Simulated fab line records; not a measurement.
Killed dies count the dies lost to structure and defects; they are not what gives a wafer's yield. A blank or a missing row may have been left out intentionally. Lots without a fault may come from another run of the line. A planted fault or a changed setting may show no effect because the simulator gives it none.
8D (eight disciplines) problem report, filled in by code ; flow berkeley-cmos170 ; the parts of the form that need people (team, actions taken, sign-off) are left out

== 1. THE ISSUE ==
Wafers free of any fault read -5 nm (standard deviation 5.7) for PVT_OVL at UCB170_PVT_OVL_MEAS_06, against a mean of 910 nm on 12 wafers of 4 lots. So: +99 or more standard deviations from the usual mean.
First seen on wafer L114.1, day 6 02:34, on overlay-02. The record has a number at this step for 30 wafers belonging to 10 lots. Rule for "out" (also "out of limits"): further than 4 standard deviations from the usual mean. The other wafers with a number count as sound.

== 2. WHAT THIS IS AND IS NOT ==
question;is;is not
which readings at this step;PVT_OVL;-
which lots;L114, L115, L116, L117;L111, L112, L113, L130, L131, L132
which wafers of those lots;all that have a number;-
read on which gauges;overlay-01, overlay-02;-
when;from day 6 02:34;"up to then (9 sound wafers); but 9 sound wafers of L130, L131, L132 came after"

== 3. SUSPECTS, AND WHAT RULES EACH OUT ==
Counting: any tool at a process step up to the reading is kept as a suspect provided that every lot that is out went through it and no sound lot did after the first of them.
- the gauge at UCB170_PVT_OVL_MEAS_06 is ruled out. 2 gauges (overlay-01, overlay-02) read the wafers that are out.
- krf-scanner-02 at UCB170_PVT_EXPOSE_03 (exposes mask NWELL, target cd 3000 nm): kept. Every lot that is out went through it, starting with L114 (day 6 02:10), and after that it ran no sound lot; the last sound lot it ran before then is L113 (day 5 21:41).
Remaining after the count: krf-scanner-02 at UCB170_PVT_EXPOSE_03.

== 4. THE CAUSE (what the simulator had put in) ==
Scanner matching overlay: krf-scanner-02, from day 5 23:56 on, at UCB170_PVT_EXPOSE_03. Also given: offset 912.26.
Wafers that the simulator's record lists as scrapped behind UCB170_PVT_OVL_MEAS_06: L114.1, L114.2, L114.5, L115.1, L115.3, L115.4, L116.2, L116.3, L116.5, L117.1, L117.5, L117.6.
Only this tool survived the counting.

== 5. SEQUENCE OF EFFECTS, ordered by route ==
Each row: a reading whose mean over the struck wafers that have a number lies more than 3 standard deviations from the usual. Only readings whose record carries a usual standard deviation are examined. hours: median over the lots of the time between each lot's start at the first step of this table that gives one and its start at this step. sigmas: the change, counted in usual standard deviations.
hours;step;reading;usual;on struck wafers;change;sigmas
0;UCB170_PVT_OVL_MEAS_06;PVT_OVL;-5 nm;910;+915;+99 or more

== 6. HOW IT WOULD HAVE BEEN CAUGHT EARLIER ==
3 hours passed between the start of the fault at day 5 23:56 and the first reading out of limits at a measuring or inspecting step in this record, taken at day 6 02:34.
Tool readings at UCB170_PVT_EXPOSE_03 with a usual standard deviation given in the record: none out on any struck wafer, hence no alarm at a limit of 4 standard deviations on them.
Lots out: 4; of these, L116, L115, L117 started UCB170_PVT_EXPOSE_03 on krf-scanner-02 after day 6 02:34. A hold on the tool at that time would have spared those 3.
